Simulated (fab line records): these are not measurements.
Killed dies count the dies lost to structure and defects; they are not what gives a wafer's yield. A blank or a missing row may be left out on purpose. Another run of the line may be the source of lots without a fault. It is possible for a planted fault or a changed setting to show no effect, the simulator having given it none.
Which tool is to blame? :: flow ritCmos :: route of 202 steps, sampled at 1 step: 14 lots, 42 wafers

== WHAT EACH GAUGE READ, for each wafer ==
The record lacks any reading of a measuring or inspecting step that a usual standard deviation could be used to judge.

== EACH LOT AND THE TOOL THAT RAN IT (in order: tool; ch and the chambers of the sampled wafers; start) ==
lot: L463
RIT_ACTIVE_DEVELOP_10: lithoTrack-03 ch 0, day 1 14:00

lot: L465
RIT_ACTIVE_DEVELOP_10: lithoTrack-04 ch 0, day 2 00:00

lot: L466
RIT_ACTIVE_DEVELOP_10: lithoTrack-03 ch 0, day 2 05:00

lot: L467
RIT_ACTIVE_DEVELOP_10: lithoTrack-01 ch 0, day 2 10:00

lot: L468
RIT_ACTIVE_DEVELOP_10: lithoTrack-04 ch 0, day 2 15:00

lot: L469
RIT_ACTIVE_DEVELOP_10: lithoTrack-03 ch 0, day 2 20:00

lot: L470
RIT_ACTIVE_DEVELOP_10: lithoTrack-03 ch 0, day 3 01:00

lot: L473
RIT_ACTIVE_DEVELOP_10: lithoTrack-03, day 3 17:00

lot: L474
RIT_ACTIVE_DEVELOP_10: lithoTrack-03, day 3 21:00

lot: L476
RIT_ACTIVE_DEVELOP_10: lithoTrack-01 ch 0, day 4 07:00

lot: L482
RIT_ACTIVE_DEVELOP_10: lithoTrack-03 ch 0, day 5 14:00

lot: L483
RIT_ACTIVE_DEVELOP_10: lithoTrack-01 ch 0, day 5 19:00

lot: L484
RIT_ACTIVE_DEVELOP_10: lithoTrack-03 ch 0, day 6 01:00

lot: L485
RIT_ACTIVE_DEVELOP_10: lithoTrack-04 ch 0, day 6 06:00
- RIT_ACTIVE_DEVELOP_10: develop time 50 s.

== AS READ BY THE TOOLS THEMSELVES (means over the sampled wafers that have a number; for cases with no such wafer, the mark the record gives instead) ==
RIT_ACTIVE_DEVELOP_10. Usual: chillPlateTempC 23.01 C, standard deviation 0.12; resistLineTempC 23.00 C, standard deviation 0.12.
lot: L463
tool: lithoTrack-03
chillPlateTempC (C): 23.07
resistLineTempC (C): 22.75
flag: 

lot: L465
tool: lithoTrack-04
chillPlateTempC (C): 23.16
resistLineTempC (C): 22.94
flag: 

lot: L466
tool: lithoTrack-03
chillPlateTempC (C): 23.03
resistLineTempC (C): 23.03
flag: 

lot: L467
tool: lithoTrack-01
chillPlateTempC (C): 22.90
resistLineTempC (C): 22.94
flag: 

lot: L468
tool: lithoTrack-04
chillPlateTempC (C): 23.14
resistLineTempC (C): 23.20
flag: 

lot: L469
tool: lithoTrack-03
chillPlateTempC (C): 23.11
resistLineTempC (C): 22.98
flag: 

lot: L470
tool: lithoTrack-03
chillPlateTempC (C): 22.95
resistLineTempC (C): 23.05
flag: 

lot: L473
tool: lithoTrack-03
chillPlateTempC (C): -
resistLineTempC (C): -
flag: OFF

lot: L474
tool: lithoTrack-03
chillPlateTempC (C): -
resistLineTempC (C): -
flag: OFF

lot: L476
tool: lithoTrack-01
chillPlateTempC (C): 23.13
resistLineTempC (C): 22.95
flag: 

lot: L482
tool: lithoTrack-03
chillPlateTempC (C): 22.91
resistLineTempC (C): 22.96
flag: 

lot: L483
tool: lithoTrack-01
chillPlateTempC (C): 23.04
resistLineTempC (C): 23.02
flag: 

lot: L484
tool: lithoTrack-03
chillPlateTempC (C): 23.10
resistLineTempC (C): 22.95
flag: 

lot: L485
tool: lithoTrack-04
chillPlateTempC (C): 22.98
resistLineTempC (C): 22.83
flag: 

== THE ANSWER, worked out from the rows above alone ==
Rule: a lot counts as off when the mean over its wafers that have a number is more than 3 standard deviations away from the usual mean. A lot without any number at a reading at which 4 lots or more have one is off too. The other lots that the step has rows for count as sound. After the gauges, taken in route order, come the tools' own readings; for these a lot's mean is taken, as printed above. The first step at which some lot is off is used, and at that step the reading that is off furthest; a lot without a number counts as furthest.
Off: L473, L474, at RIT_ACTIVE_DEVELOP_10 (chillPlateTempC). Without a number there: L473, L474.
If a tool, at that step or one of the process steps before it, ran each lot that is off and ran no sound lot following the first of them, it fits. No candidate that was tried fits.

== WHAT WAS PUT IN BY THE SIMULATOR ==
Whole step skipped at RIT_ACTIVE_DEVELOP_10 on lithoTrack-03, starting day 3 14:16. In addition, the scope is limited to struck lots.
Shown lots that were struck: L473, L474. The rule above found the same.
